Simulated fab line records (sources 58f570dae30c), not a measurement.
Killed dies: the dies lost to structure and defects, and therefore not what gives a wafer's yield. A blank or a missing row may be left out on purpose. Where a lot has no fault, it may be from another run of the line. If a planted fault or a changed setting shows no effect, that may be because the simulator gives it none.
Chamber matching    flow berkeley-cmos170    rie-diel-03 running UCB170_ZERO_ETCH_06: 4 sister chambers
The step etches SiO2 in CHF3/CF4/Ar, time 12 s. 4 wafers are shown with their chamber, then 7 later ones without.

EACH WAFER AND ITS CHAMBER
wafer   chamber  throttle-valve-pct (%)
L693.1  3        9.15
L693.2  2        9.41
L699.2  1        9.29
L699.3  0        9.29

WAFERS MISSING THEIR CHAMBER
wafer   throttle-valve-pct (%)
L699.6  9.40
L701.2  9.41
L701.5  9.29
L701.6  9.39
L702.1  9.26
L702.2  9.30
L702.4  9.16

WHICH CHAMBER EACH ONE RAN IN
wafer   from the rows above      in truth
L699.6  2                        2
L701.2  2                        2
L701.5  can't be placed: 0 or 1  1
L701.6  2                        2
L702.1  can't be placed: 0 or 1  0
L702.2  can't be placed: 0 or 1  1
L702.4  3                        3
4 of 7 placed correctly. These rows do not allow placing 3 (true chamber among the candidates in 3). Placed wrongly: 0.
How it was worked out, from the rows above alone: a wafer's distance from a chamber is the root of the sum, over the readings, of the square of ((its reading less the chamber's mean) divided by the reading's scatter). The wafer belongs to the nearest chamber; if the next one is less than 2 further off, it can't be placed. Each chamber's mean is taken over the wafers shown for it. The scatter: with one shown wafer a chamber, the root of the mean of the squares of how far each hidden wafer lies from its nearest shown one.
